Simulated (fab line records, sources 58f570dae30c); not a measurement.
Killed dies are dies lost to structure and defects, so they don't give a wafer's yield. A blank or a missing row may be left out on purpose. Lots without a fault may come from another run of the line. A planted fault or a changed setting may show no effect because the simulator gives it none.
One fault seen from 2 desks | flow berkeley_cmos170 | each desk has only its own numbers; what lay behind them comes last

THE METROLOGY DESK
What the gauges read, lot by lot, whatever tool the lot ran on: means of the sampled wafers that have a number. A lot is out of limits, marked OUT, if its mean lies more than 4 standard deviations from the usual mean; the brackets give that distance.
Columns: A = cd_nm at UCB170_V1_CD_MEAS_12, usual 699.5 nm; B = V1_OVL at UCB170_V1_OVL_MEAS_13, usual -2 nm; C = cd_nm at UCB170_V1_CD_MEAS_90, usual 699.4 nm; D = M2_AL_RS at UCB170_M2_RS_MEAS_02, usual 0.0323 ohm/sq; E = M2_AL_THK at UCB170_M2_THK_MEAS_03, usual 892 nm
lot  | first seen here | A     | B  | C     | D      | E
L114 | day 8 20:46     | 698.9 | 1  | 699.1 | 0.0322 | 904
L119 | day 9 18:22     | 695.8 | -7 | 695.3 | 0.0322 | 893
L123 | day 10 12:56    | 698.7 | -1 | 699.2 | 0.0320 | 902
L124 | day 10 13:16    | 699.9 | -2 | 700.3 | 0.0324 | 893
L126 | day 11 00:06    | 700.9 | 1  | 699.9 | 0.0322 | 893
L132 | day 12 08:16    | 700.7 | 1  | 700.8 | 0.0323 | 884
This desk's finding: nothing out of limits on any of the 6 lots.

THE TOOL OWNER'S DESK: litho_track-02
The tool's own readings at UCB170_M2_HMDS_04 (prime time 60 s): means of the sampled wafers that have a number, for each lot that ran on this tool. A lot is out of limits, marked OUT, if its mean lies more than 4 standard deviations from the usual mean; the brackets give that distance.
Columns: A = prime_temp_c at UCB170_M2_HMDS_04, usual 99.96 C
lot  | first seen here | A
L114 | day 8 22:01     | 99.92
L123 | day 10 13:50    | 100.90 (+7.2) OUT
L124 | day 10 14:19    | 101.00 (+8.0) OUT
This desk's finding: out of limits on L123, L124; first on L123, day 10 13:50 (prime_temp_c at UCB170_M2_HMDS_04). In limits: L114.

PUT TOGETHER
The tool owner's desk could have raised an alarm at day 10 13:50, on L123, L124.
The metrology desk saw nothing out of limits.
The metrology desk has L123, L124 on record, within its limits.
Of the lots named, all ran UCB170_M2_HMDS_04 on litho_track-02.

WHAT THE SIMULATOR HAD PUT IN
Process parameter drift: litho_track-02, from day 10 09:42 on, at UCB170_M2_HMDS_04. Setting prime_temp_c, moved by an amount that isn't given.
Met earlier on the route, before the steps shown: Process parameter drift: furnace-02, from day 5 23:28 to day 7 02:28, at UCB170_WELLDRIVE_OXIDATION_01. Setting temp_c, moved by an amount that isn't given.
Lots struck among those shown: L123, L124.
Hours from the fault's start to each desk's first reading out of limits: the tool owner's desk, 4.
